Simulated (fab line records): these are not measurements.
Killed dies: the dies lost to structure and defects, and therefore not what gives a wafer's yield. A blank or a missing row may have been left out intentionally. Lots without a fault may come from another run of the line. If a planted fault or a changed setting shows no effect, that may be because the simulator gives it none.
Which tool did it? / flow berkeley cmos170 / Sampling: 7 lots, 21 wafers, 4 of 331 route steps

WHAT THE GAUGES READ, wafer by wafer
UCB170_V1_CD_MEAS_12: target cd 700 nm.
lot=L291; measured=day 7 11:01; on=cd sem-01; cd nm (nm)=702.6 702.6 703.0
lot=L296; measured=day 8 04:41; on=cd sem-01; cd nm (nm)=699.6 696.9 700.0
lot=L294; measured=day 8 07:00; on=cd sem-02; cd nm (nm)=700.0 698.1 698.7
lot=L298; measured=day 9 15:47; on=cd sem-01; cd nm (nm)=702.4 701.3 702.5
lot=L307; measured=day 10 16:52; on=cd sem-01; cd nm (nm)=700.3 700.3 700.1
lot=L311; measured=day 11 21:46; on=cd sem-02; cd nm (nm)=691.3 694.6 693.1 691.5 694.9 692.9
lot=L309; measured=day 11 20:46; on=cd sem-02; cd nm (nm)=693.3 693.0 693.3 693.3 693.2 693.5

WHAT TOOL EACH LOT RAN ON (gives the tool, then ch and the chambers of the sampled wafers, and finally the start)
lot=L291; UCB170_CONTACT_ETCH_17=rie diel-03 ch 1,2,3, day 7 01:42; UCB170_M1_STRIP_13=plasma asher-01 ch 0, day 7 04:24; UCB170_V1_PEB_10=litho track-03 ch 0, day 7 10:44
lot=L296; UCB170_CONTACT_ETCH_17=rie diel-04 ch 1,2,3, day 7 16:31; UCB170_M1_STRIP_13=plasma asher-04 ch 0,1, day 7 19:17; UCB170_V1_PEB_10=litho track-02 ch 0, day 8 04:26
lot=L294; UCB170_CONTACT_ETCH_17=rie diel-04 ch 0,1,3, day 7 18:19; UCB170_M1_STRIP_13=plasma asher-04 ch 1, day 7 22:50; UCB170_V1_PEB_10=litho track-02 ch 0, day 8 06:41
lot=L298; UCB170_CONTACT_ETCH_17=rie diel-03 ch 0,2,3, day 9 02:59; UCB170_M1_STRIP_13=plasma asher-01 ch 0,1, day 9 07:17; UCB170_V1_PEB_10=litho track-03 ch 0, day 9 15:31
lot=L307; UCB170_CONTACT_ETCH_17=rie diel-04 ch 0,1,3, day 10 09:43; UCB170_M1_STRIP_13=plasma asher-04 ch 0,1, day 10 11:44; UCB170_V1_PEB_10=litho track-03 ch 0, day 10 16:35
lot=L311; UCB170_CONTACT_ETCH_17=rie diel-02 ch 2,3, day 11 11:36; UCB170_M1_STRIP_13=plasma asher-02 ch 0,1, day 11 14:14; UCB170_V1_PEB_10=litho track-03 ch 0, day 11 21:27
lot=L309; UCB170_CONTACT_ETCH_17=rie diel-02 ch 0,1,3, day 11 13:08; UCB170_M1_STRIP_13=plasma asher-04 ch 0,1, day 11 15:08; UCB170_V1_PEB_10=litho track-03 ch 0, day 11 20:30
- UCB170_CONTACT_ETCH_17: etches BARC in N2/H2.
- UCB170_M1_STRIP_13: strips in O2.
- UCB170_V1_PEB_10

THE ANSWER, worked out from the rows above alone
Rule: what is usual is taken from the lots themselves. The widest of any qualifying gaps counts: lots, ordered by their means at a reading, are off when they make up no more than a third of the lots, leave a main group of 4 or more, and stand apart from it by 3 or more times the standard deviation of that group's means. A main group is skipped when, at the precision printed for the reading in the tables above, its means are all equal. Also off: a lot with no number at a reading for which 4 or more lots have one. Where the step has rows for the other lots, those lots are counted as sound.
Off: L311, L309 (UCB170_V1_CD_MEAS_12, cd nm). The main group: mean 700.6 nm, standard deviation 1.6.
If a tool, at a process step before that reading, ran all the lots that are off and no sound lot after the first of them, it fits. The gauges at UCB170_V1_CD_MEAS_12 are tried like those tools. Can't be told from this: 3 tools fit, rie diel-02 at UCB170_CONTACT_ETCH_17, litho track-03 at UCB170_V1_PEB_10, cd sem-02 at UCB170_V1_CD_MEAS_12.

WHAT THE SIMULATOR PUT IN
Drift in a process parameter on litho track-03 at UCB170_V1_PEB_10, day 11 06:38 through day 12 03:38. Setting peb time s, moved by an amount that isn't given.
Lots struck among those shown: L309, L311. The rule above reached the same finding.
